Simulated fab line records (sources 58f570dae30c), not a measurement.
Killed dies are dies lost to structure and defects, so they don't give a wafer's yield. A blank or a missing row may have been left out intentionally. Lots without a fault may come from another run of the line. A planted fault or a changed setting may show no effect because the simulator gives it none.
fab line records -- flow berkeley_cmos170
[record] lots = 5, wafers = 15, last_day = 11
route steps=331 shown M3@309
lots that met no fault: from a run of the same line without faults
start_h: the number of hours between the record's first day and the start of the first shown wafer of the lot -- wait_h: hours from the lot's prior step to this one -- " repeats the value in the row above -- L1.1+2: one row covering several wafers at once -- - no value present, or no start provided -- * or withheld: withheld -- < > ~ a bound
route shown NAME@n: names a module that has steps shown in the file, with the first one's number in the route -- usual: average and standard deviation across the fault-free wafers -- same: alike in all rows -- chamber/n: place in a boat -- sites: the reading at each site -- _std_site: their standard deviation -- _edge_site: outer sites' mean less inner sites' -- radius_mm: how far each site lies from the wafer's centre -- mask NAME#n: copy n -- behind: tool/chamber where the wafer was last shaped -- hold: what put the lot on hold/how long, in hours/how the hold closed -- device: names the non-switching transistor (n, p or np) -- end of line: the same wafers' tests at the end of the route -- where a step has no rows: the recipe by itself -- killed: the dies lost at the first sort to structure and to defects; this is not the yield of the wafer -- map: dies across one wafer; x = killed, . = not, _ = none there
set.NAME: the setting the step ran with; set.NAME@STEP: the setting that earlier step ran with -- model.NAME: the simulator's own value behind a step, which no gauge read
lots at selected steps of the route; one table per step, one row per wafer
services: from which hour (start_h, from the record's first day; less than 0 if before it) a tool's chamber was out of use, for how many hours, and why
[[steps]]
[step UCB170_M3_PRE_CLEAN_00]
[recipe] gas = Ar, preclean_etch_time_s = 60
lot.wafer,tool,chamber,start_h,wait_h
L075.1+2+6,pvd_sputter-02,-,159.94,0.1
L074.3+5+6,pvd_sputter-03,-,160.91,0.1
L081.2+5+6,pvd_sputter-03,-,185.36,0.1
L082.2+5+6,pvd_sputter-02,-,188.42,0.1
L094.2+3+6,pvd_sputter-03,-,256.52,0.1
[step UCB170_M3_SPUTTER_01]
[recipe] material = Al, target_thk_nm = 900, time_s = 120, power_w = 6000, chamber_pressure_pa = 0.5
[usual] throttle_valve_pct = 30.4/1.2
[same] time_s = 120
lot.wafer,tool,chamber,start_h,wait_h,throttle_valve_pct
L075.1,pvd_sputter-02,-,160.01,0.0,28.8
L075.2,pvd_sputter-02,-,160.01,0.0,30.6
L075.6,pvd_sputter-02,-,160.01,0.0,30.7
L074.3,pvd_sputter-03,-,160.98,0.0,31.6
L074.5,pvd_sputter-03,-,160.98,0.0,32.6
L074.6,pvd_sputter-03,-,160.98,0.0,31.9
L081.2,pvd_sputter-03,-,185.43,0.0,32.6
L081.5,pvd_sputter-03,-,185.43,0.0,32.8
L081.6,pvd_sputter-03,-,185.43,0.0,31.0
L082.2,pvd_sputter-02,-,188.49,0.0,29.6
L082.5,pvd_sputter-02,-,188.49,0.0,30.6
L082.6,pvd_sputter-02,-,188.49,0.0,29.8
L094.2,pvd_sputter-03,-,256.59,0.0,30.6
L094.3,pvd_sputter-03,-,256.59,0.0,29.6
L094.6,pvd_sputter-03,-,256.59,0.0,30.7
[step UCB170_M3_RS_MEAS_02]
[recipe] thk_meas_gauge = four-point-probe, reads = Al_of_M3_SPUTTER_01
[usual] M3_AL_RS = 0.0321/0.00032
lot.wafer,tool,chamber,start_h,wait_h,M3_AL_RS[ohm/sq]
L075.1,film_metro-04,-,160.09,0.0,0.0325
L075.2,film_metro-04,-,160.09,0.0,0.0320
L075.6,film_metro-04,-,160.09,0.0,0.0322
L074.3,film_metro-03,-,161.10,0.1,0.0325
L074.5,film_metro-03,-,161.10,0.1,0.0327
L074.6,film_metro-03,-,161.10,0.1,0.0324
L081.2,film_metro-01,-,185.53,0.1,0.0322
L081.5,film_metro-01,-,185.53,0.1,0.0321
L081.6,film_metro-01,-,185.53,0.1,0.0320
L082.2,film_metro-03,-,188.59,0.1,0.0325
L082.5,film_metro-03,-,188.59,0.1,0.0321
L082.6,film_metro-03,-,188.59,0.1,0.0326
L094.2,film_metro-01,-,256.69,0.1,0.0317
L094.3,film_metro-01,-,256.69,0.1,0.0316
L094.6,film_metro-01,-,256.69,0.1,0.0320
[step UCB170_M3_THK_MEAS_03]
[recipe] thk_meas_gauge = xrf, reads = Al_of_M3_SPUTTER_01
[usual] M3_AL_THK = 913/9.7
lot.wafer,tool,chamber,start_h,wait_h,M3_AL_THK[nm]
L075.1,film_metro-04,-,160.21,0.1,910
L075.2,film_metro-04,-,160.21,0.1,916
L075.6,film_metro-04,-,160.21,0.1,916
L074.3,film_metro-03,-,161.20,0.1,900
L074.5,film_metro-03,-,161.20,0.1,892
L074.6,film_metro-03,-,161.20,0.1,904
L081.2,film_metro-01,-,185.64,0.1,917
L081.5,film_metro-01,-,185.64,0.1,916
L081.6,film_metro-01,-,185.64,0.1,919
L082.2,film_metro-03,-,188.70,0.1,899
L082.5,film_metro-03,-,188.70,0.1,914
L082.6,film_metro-03,-,188.70,0.1,900
L094.2,film_metro-01,-,256.80,0.1,918
L094.3,film_metro-01,-,256.80,0.1,927
L094.6,film_metro-01,-,256.80,0.1,916
[step UCB170_M3_HMDS_04]
[recipe] prime_time_s = 60, prime_temp_c = 100
lot.wafer,tool,chamber,start_h,wait_h
L075.1+2+6,litho_track-04,0,160.46,0.2
L074.3+5+6,litho_track-03,0,161.38,0.2
L081.2+5+6,litho_track-02,0,185.72,0.1
L082.2+5+6,litho_track-04,0,188.77,0.1
L094.2+3+6,litho_track-04,0,256.88,0.1
[step UCB170_M3_COAT_05]
[recipe] resist = KrF, spin_rpm = 1500, resist_thk_nm = 900
[usual] dispense_pressure_kPa = 50.6/2.3
lot.wafer,tool,chamber,start_h,wait_h,dispense_pressure_kPa
L075.1,litho_track-04,0,160.61,0.1,52.9
L075.2,litho_track-04,0,160.61,0.1,52.8
L075.6,litho_track-04,0,160.61,0.1,52.8
L074.3,litho_track-03,0,161.53,0.1,49.2
L074.5,litho_track-03,0,161.53,0.1,49.3
L074.6,litho_track-03,0,161.53,0.1,49.2
L081.2,litho_track-02,0,185.87,0.1,47.3
L081.5,litho_track-02,0,185.87,0.1,47.3
L081.6,litho_track-02,0,185.87,0.1,47.3
L082.2,litho_track-04,0,188.92,0.1,52.8
L082.5,litho_track-04,0,188.92,0.1,52.9
L082.6,litho_track-04,0,188.92,0.1,52.8
L094.2,litho_track-04,0,257.03,0.1,52.8
L094.3,litho_track-04,0,257.03,0.1,52.8
L094.6,litho_track-04,0,257.03,0.1,52.9
[step UCB170_M3_SOFTBAKE_06]
[recipe] resist = KrF, temp_c = 130, time_s = 60
[same] time_s = 60
lot.wafer,tool,chamber,start_h,wait_h
L075.1+2+6,litho_track-04,0,160.76,0.1
L074.3+5+6,litho_track-03,0,161.68,0.1
L081.2+5+6,litho_track-02,0,186.02,0.1
L082.2+5+6,litho_track-04,0,189.07,0.1
L094.2+3+6,litho_track-04,0,257.18,0.1
[step UCB170_M3_STRIP_07]
[recipe] chemistry = O2, power_w = 400, pressure_mtorr = 3500, platen_temp_c = withheld, o2_flow_sccm = 400, overash_fraction = 0.5
[usual] drypump_motor_current_A = 5.53/0.2, oes_product_au = 0.735/0.0045, strip_time_to_endpoint_s = 22.03/0.071
lot.wafer,tool,chamber,start_h,wait_h,drypump_motor_current_A,oes_product_au,rf_hours_counter_h,strip_time_to_endpoint_s
L075.1,plasma_asher-03,1,160.91,0.1,5.55,0.743,41,21.95
L075.2,plasma_asher-03,0,160.91,0.1,5.59,0.736,41,22.02
L075.6,plasma_asher-03,1,160.91,0.1,5.53,0.737,-,21.99
L074.3,plasma_asher-01,0,161.81,0.1,5.66,0.734,-,22.15
L074.5,plasma_asher-01,1,161.81,0.1,5.57,0.739,-,22.17
L074.6,plasma_asher-01,0,161.81,0.1,5.67,0.727,-,22.13
L081.2,plasma_asher-02,0,186.14,0.1,5.66,0.735,47,21.96
L081.5,plasma_asher-02,0,186.14,0.1,5.68,0.733,-,21.98
L081.6,plasma_asher-02,1,186.14,0.1,5.19,0.744,-,21.94
L082.2,plasma_asher-02,1,189.20,0.1,5.17,0.738,48,21.96
L082.5,plasma_asher-02,0,189.20,0.1,5.73,0.744,-,21.95
L082.6,plasma_asher-02,1,189.20,0.1,5.15,0.745,-,21.94
L094.2,plasma_asher-02,0,257.30,0.1,5.75,0.730,55,21.99
L094.3,plasma_asher-02,1,257.30,0.1,5.16,0.738,-,22.00
L094.6,plasma_asher-02,1,257.30,0.1,5.16,0.728,-,22.03
[step UCB170_M3_STRIP_08]
[recipe] chemistry = DMSO, temp_c = 80, time_s = 600, material = KrF
[usual] bath_heat_duty_pct = 18.1/1.8
[same] time_s = 600
lot.wafer,tool,chamber,start_h,wait_h,bath_heat_duty_pct
L075.1,wet_bench-04,0,161.01,0.1,16.3
L075.2,wet_bench-04,0,161.01,0.1,17.2
L075.6,wet_bench-04,0,161.01,0.1,16.8
L074.3,wet_bench-04,3,161.88,0.0,19.9
L074.5,wet_bench-04,3,161.88,0.0,19.5
L074.6,wet_bench-04,3,161.88,0.0,18.2
L081.2,wet_bench-04,1,186.24,0.1,16.7
L081.5,wet_bench-04,1,186.24,0.1,16.2
L081.6,wet_bench-04,1,186.24,0.1,16.6
L082.2,wet_bench-04,1,189.30,0.1,16.6
L082.5,wet_bench-04,1,189.30,0.1,18.0
L082.6,wet_bench-04,1,189.30,0.1,17.9
L094.2,wet_bench-01,0,260.40,3.1,19.6
L094.3,wet_bench-01,0,260.40,3.1,18.2
L094.6,wet_bench-01,0,260.40,3.1,18.2
[step UCB170_M3_COAT_09]
[recipe] resist = BARC, temp_c = withheld, time_s = withheld, spin_rpm = 3000, resist_thk_nm = withheld
[usual] dispense_pressure_kPa = 49.5/2.3
lot.wafer,tool,chamber,start_h,wait_h,dispense_pressure_kPa
L075.1,litho_track-02,0,161.23,0.0,47.2
L075.2,litho_track-02,0,161.23,0.0,47.2
L075.6,litho_track-02,0,161.23,0.0,47.2
L074.3,litho_track-02,0,162.28,0.2,47.3
L074.5,litho_track-02,0,162.28,0.2,47.2
L074.6,litho_track-02,0,162.28,0.2,47.2
L081.2,litho_track-03,0,186.44,0.0,49.1
L081.5,litho_track-03,0,186.44,0.0,49.1
L081.6,litho_track-03,0,186.44,0.0,49.2
L082.2,litho_track-04,0,189.67,0.2,52.7
L082.5,litho_track-04,0,189.67,0.2,52.7
L082.6,litho_track-04,0,189.67,0.2,52.7
L094.2,litho_track-03,0,260.72,0.1,49.1
L094.3,litho_track-03,0,260.72,0.1,49.2
L094.6,litho_track-03,0,260.72,0.1,49.1
[step UCB170_M3_COAT_10]
[recipe] resist = KrF, spin_rpm = 1500, resist_thk_nm = 900
[usual] dispense_pressure_kPa = 49.5/2.3
lot.wafer,tool,chamber,start_h,wait_h,dispense_pressure_kPa
L075.1,litho_track-02,0,-,-,47.3
L075.2,litho_track-02,0,-,-,47.3
L075.6,litho_track-02,0,-,-,47.3
L074.3,litho_track-02,0,-,-,47.3
L074.5,litho_track-02,0,-,-,47.3
L074.6,litho_track-02,0,-,-,47.3
L081.2,litho_track-03,0,-,-,49.1
L081.5,litho_track-03,0,-,-,49.1
L081.6,litho_track-03,0,-,-,49.1
L082.2,litho_track-04,0,-,-,52.8
L082.5,litho_track-04,0,-,-,52.8
L082.6,litho_track-04,0,-,-,52.8
L094.2,litho_track-03,0,-,-,49.1
L094.3,litho_track-03,0,-,-,49.1
L094.6,litho_track-03,0,-,-,49.1
[step UCB170_M3_SOFTBAKE_11]
[recipe] resist = KrF, temp_c = 130, time_s = 60
[same] time_s = 60
lot.wafer,tool,chamber,start_h,wait_h
L075.1+2+6,litho_track-02,0,-,-
L074.3+5+6,litho_track-02,0,-,-
L081.2+5+6,litho_track-03,0,-,-
L082.2+5+6,litho_track-04,0,-,-
L094.2+3+6,litho_track-03,0,-,-
[step UCB170_M3_EXPOSE_12]
[recipe] mask_id = METAL3, target_cd_nm = 700, na = 0.5, sigma_outer = 0.6, source_shape = conventional, dose_mj = 26
lot.wafer,tool,chamber,start_h,wait_h,mask
L075.1+2+6,krf_scanner-02,0,161.68,-,METAL3#0
L074.3+5+6,krf_scanner-01,0,162.84,-,METAL3#0
L081.2+5+6,krf_scanner-02,0,187.01,-,METAL3#0
L082.2+5+6,krf_scanner-02,0,190.12,-,METAL3#0
L094.2+3+6,krf_scanner-02,0,261.29,-,METAL3#0
[step UCB170_M3_PEB_13]
[recipe] peb_temp_c = 130, peb_time_s = withheld, resist = KrF
lot.wafer,tool,chamber,start_h,wait_h
L075.1+2+6,litho_track-02,0,161.95,0.3
L074.3+5+6,litho_track-02,0,162.97,0.1
L081.2+5+6,litho_track-03,0,187.13,0.1
L082.2+5+6,litho_track-03,0,190.24,0.1
L094.2+3+6,litho_track-03,0,261.90,0.6
[step UCB170_M3_DEVELOP_14]
[recipe] developer = TMAH, develop_time_s = 45, resist = KrF, dev_temp_c = 21
lot.wafer,tool,chamber,start_h,wait_h
L075.1+2+6,litho_track-02,0,-,-
L074.3+5+6,litho_track-02,0,-,-
L081.2+5+6,litho_track-03,0,-,-
L082.2+5+6,litho_track-03,0,-,-
L094.2+3+6,litho_track-03,0,-,-
[step UCB170_M3_CD_MEAS_15]
[recipe] target_cd_nm = 700
[usual] cd_nm = 700.2/1.5
lot.wafer,tool,chamber,start_h,wait_h,cd_nm
L075.1,cd_sem-01,-,162.23,-,700.9
L075.2,cd_sem-01,-,162.23,-,700.3
L075.6,cd_sem-01,-,162.23,-,701.2
L074.3,cd_sem-02,-,163.23,-,698.9
L074.5,cd_sem-02,-,163.23,-,699.6
L074.6,cd_sem-02,-,163.23,-,699.8
L081.2,cd_sem-02,-,187.40,-,702.1
L081.5,cd_sem-02,-,187.40,-,702.4
L081.6,cd_sem-02,-,187.40,-,701.4
L082.2,cd_sem-01,-,190.51,-,702.1
L082.5,cd_sem-01,-,190.51,-,701.4
L082.6,cd_sem-01,-,190.51,-,701.9
L094.2,cd_sem-01,-,262.17,-,695.1
L094.3,cd_sem-01,-,262.17,-,695.8
L094.6,cd_sem-01,-,262.17,-,696.8
[step UCB170_M3_OVL_MEAS_16]
[usual] M3_OVL = 2/7
lot.wafer,tool,chamber,start_h,wait_h,M3_OVL[nm]
L075.1,overlay-02,-,162.35,0.1,1
L075.2,overlay-02,-,162.35,0.1,6
L075.6,overlay-02,-,162.35,0.1,4
L074.3,overlay-01,-,163.32,0.1,15
L074.5,overlay-01,-,163.32,0.1,12
L074.6,overlay-01,-,163.32,0.1,5
L081.2,overlay-02,-,187.51,0.1,6
L081.5,overlay-02,-,187.51,0.1,2
L081.6,overlay-02,-,187.51,0.1,9
L082.2,overlay-02,-,190.62,0.1,6
L082.5,overlay-02,-,190.62,0.1,0
L082.6,overlay-02,-,190.62,0.1,1
L094.2,overlay-02,-,262.27,0.1,15
L094.3,overlay-02,-,262.27,0.1,12
L094.6,overlay-02,-,262.27,0.1,13
[step UCB170_M3_ETCH_17]
[recipe] chemistry = N2/H2, target_depth_a = withheld, overetch_a = withheld, target = BARC, time_s = withheld, source_w = 500, bias_w = 100, pressure_mtorr = 30, n2_flow_sccm = 100, h2_flow_sccm = 200
[usual] drypump_motor_current_A = 5.6/0.56, oes_product_au = 1.000/0.014, throttle_valve_pct = 13.34/0.15
lot.wafer,tool,chamber,start_h,wait_h,drypump_motor_current_A,oes_product_au,throttle_valve_pct
L075.1,rie_diel-01,0,162.38,0.0,5.3,0.977,13.33
L075.2,rie_diel-01,3,162.38,0.0,5.3,0.995,13.52
L075.6,rie_diel-01,2,162.38,0.0,5.3,1.021,13.19
L074.3,rie_diel-04,2,163.37,0.0,5.8,1.015,13.52
L074.5,rie_diel-04,2,163.37,0.0,5.8,1.026,13.53
L074.6,rie_diel-04,1,163.37,0.0,5.7,0.979,13.41
L081.2,rie_diel-03,2,187.54,0.0,6.3,0.987,13.53
L081.5,rie_diel-03,0,187.54,0.0,5.1,1.022,13.13
L081.6,rie_diel-03,2,187.54,0.0,6.3,0.988,13.54
L082.2,rie_diel-04,3,190.65,0.0,6.3,1.002,13.34
L082.5,rie_diel-04,2,190.65,0.0,5.8,1.008,13.51
L082.6,rie_diel-04,3,190.65,0.0,6.3,0.996,13.32
L094.2,rie_diel-01,3,262.30,0.0,5.2,0.996,13.52
L094.3,rie_diel-01,1,262.30,0.0,6.7,1.025,13.17
L094.6,rie_diel-01,3,262.30,0.0,5.2,0.987,13.52
[step UCB170_M3_METAL_ETCH_18]
[recipe] chemistry = Cl2/BCl3, target = Al, stop_on = SiO2, pressure_mtorr = 12, target_depth_a = 11700, over_etch_frac = 0.3, time_s = 195, icp_w = 600, bias_w = 120, Cl2_flow_sccm = 90, bcl3_flow_sccm = 45
[usual] drypump_motor_current_A = 5.6/0.41, oes_product_au = 0.851/0.018, throttle_valve_pct = 24.21/0.11
[same] time_s = 195
lot.wafer,tool,chamber,start_h,wait_h,drypump_motor_current_A,oes_product_au,rf_hours_counter_h,throttle_valve_pct
L075.1,rie_metal-04,1,162.42,-,5.4,0.831,10,24.31
L075.2,rie_metal-04,0,162.42,-,5.5,0.849,1,24.23
L075.6,rie_metal-04,0,162.42,-,5.4,0.849,-,24.22
L074.3,rie_metal-01,1,163.47,-,5.8,0.862,-,24.11
L074.5,rie_metal-01,1,163.47,-,5.8,0.850,-,24.12
L074.6,rie_metal-01,0,163.47,-,4.8,0.826,-,24.38
L081.2,rie_metal-03,0,187.58,-,6.1,0.854,10,24.09
L081.5,rie_metal-03,0,187.58,-,6.1,0.852,-,24.10
L081.6,rie_metal-03,1,187.58,-,6.1,0.890,-,24.08
L082.2,rie_metal-04,1,190.69,-,5.5,0.826,11,24.31
L082.5,rie_metal-04,0,190.69,-,5.5,0.855,-,24.23
L082.6,rie_metal-04,1,190.69,-,5.5,0.819,-,24.30
L094.2,rie_metal-03,0,262.34,-,6.1,0.857,11,24.08
L094.3,rie_metal-03,0,262.34,-,6.1,0.859,-,24.07
L094.6,rie_metal-03,0,262.34,-,6.1,0.861,-,24.10
[step UCB170_M3_STRIP_19]
[recipe] chemistry = O2, power_w = 400, pressure_mtorr = 3500, platen_temp_c = withheld, o2_flow_sccm = 400, overash_fraction = 0.5
[usual] drypump_motor_current_A = 5.55/0.18, oes_product_au = 0.540/0.017
lot.wafer,tool,chamber,start_h,wait_h,drypump_motor_current_A,oes_product_au,rf_hours_counter_h
L075.1,plasma_asher-03,0,162.61,0.1,5.61,0.555,41
L075.2,plasma_asher-03,1,162.61,0.1,5.54,0.559,41
L075.6,plasma_asher-03,0,162.61,0.1,5.61,0.569,-
L074.3,plasma_asher-01,0,163.63,0.1,5.67,0.533,-
L074.5,plasma_asher-01,0,163.63,0.1,5.70,0.547,-
L074.6,plasma_asher-01,1,163.63,0.1,5.61,0.512,-
L081.2,plasma_asher-01,1,187.77,0.1,5.59,0.534,9
L081.5,plasma_asher-01,1,187.77,0.1,5.59,0.534,-
L081.6,plasma_asher-01,0,187.77,0.1,5.66,0.537,-
L082.2,plasma_asher-03,0,190.88,0.1,5.61,0.556,44
L082.5,plasma_asher-03,0,190.88,0.1,5.60,0.556,-
L082.6,plasma_asher-03,1,190.88,0.1,5.53,0.558,-
L094.2,plasma_asher-03,0,262.53,0.1,5.63,0.532,51
L094.3,plasma_asher-03,0,262.53,0.1,5.61,0.532,-
L094.6,plasma_asher-03,1,262.53,0.1,5.58,0.544,-
[step UCB170_M3_CD_MEAS_90]
[recipe] target_cd_nm = 700
[usual] cd_nm = 701/3
lot.wafer,tool,chamber,start_h,wait_h,cd_nm
L075.1,cd_sem-02,-,162.71,0.1,700
L075.2,cd_sem-02,-,162.71,0.1,697
L075.6,cd_sem-02,-,162.71,0.1,700
L074.3,cd_sem-02,-,163.74,0.1,698
L074.5,cd_sem-02,-,163.74,0.1,698
L074.6,cd_sem-02,-,163.74,0.1,697
L081.2,cd_sem-02,-,187.89,0.1,707
L081.5,cd_sem-02,-,187.89,0.1,702
L081.6,cd_sem-02,-,187.89,0.1,698
L082.2,cd_sem-01,-,191.00,0.1,705
L082.5,cd_sem-01,-,191.00,0.1,700
L082.6,cd_sem-01,-,191.00,0.1,701
L094.2,cd_sem-01,-,262.65,0.1,699
L094.3,cd_sem-01,-,262.65,0.1,696
L094.6,cd_sem-01,-,262.65,0.1,699
[step UCB170_M3_BOW_MEAS_20]
[recipe] mode = bow
[usual] M3_BOW = 37/7.1
lot.wafer,tool,chamber,start_h,wait_h,M3_BOW[um]
L075.1,film_metro-04,-,162.83,0.1,43
L075.2,film_metro-04,-,162.83,0.1,37
L075.6,film_metro-04,-,162.83,0.1,41
L074.3,film_metro-04,-,163.86,0.1,43
L074.5,film_metro-04,-,163.86,0.1,39
L074.6,film_metro-04,-,163.86,0.1,38
L081.2,film_metro-01,-,188.01,0.1,41
L081.5,film_metro-01,-,188.01,0.1,39
L081.6,film_metro-01,-,188.01,0.1,28
L082.2,film_metro-01,-,191.12,0.1,34
L082.5,film_metro-01,-,191.12,0.1,52
L082.6,film_metro-01,-,191.12,0.1,43
L094.2,film_metro-04,-,262.77,0.1,29
L094.3,film_metro-04,-,262.77,0.1,43
L094.6,film_metro-04,-,262.77,0.1,30
[[services]]
tool,chamber,start_h,hours,kind
krf_scanner-01,-,141.64,1.3,pm
krf_scanner-02,-,142.94,1.3,pm
plasma_asher-02,-,143.11,0.6,repair
rie_diel-04,3,156.15,16.7,repair
krf_scanner-02,-,156.65,1.3,repair
krf_scanner-01,-,158.06,4.0,pm
rie_diel-04,0,161.49,2.4,repair
rie_diel-03,1,165.41,8.2,repair
rie_diel-03,0,167.75,7.6,repair
krf_scanner-02,-,170.65,0.9,repair
krf_scanner-02,-,173.43,1.0,pm
rie_diel-04,2,177.69,3.3,repair
pvd_sputter-03,-,182.89,1.7,repair
pvd_sputter-03,-,203.90,3.9,repair
krf_scanner-01,-,216.54,1.0,pm
rie_diel-01,2,228.55,4.9,repair
krf_scanner-02,-,232.67,0.8,pm
krf_scanner-02,0,238.39,-,calibration
pvd_sputter-03,-,242.38,8.9,repair
rie_metal-04,0,245.45,3.0,repair
rie_diel-04,2,246.76,-,clean
rie_diel-03,1,252.99,1.6,repair
krf_scanner-02,-,255.00,3.6,pm
rie_diel-04,0,262.54,5.9,repair
[[key]]
fault none
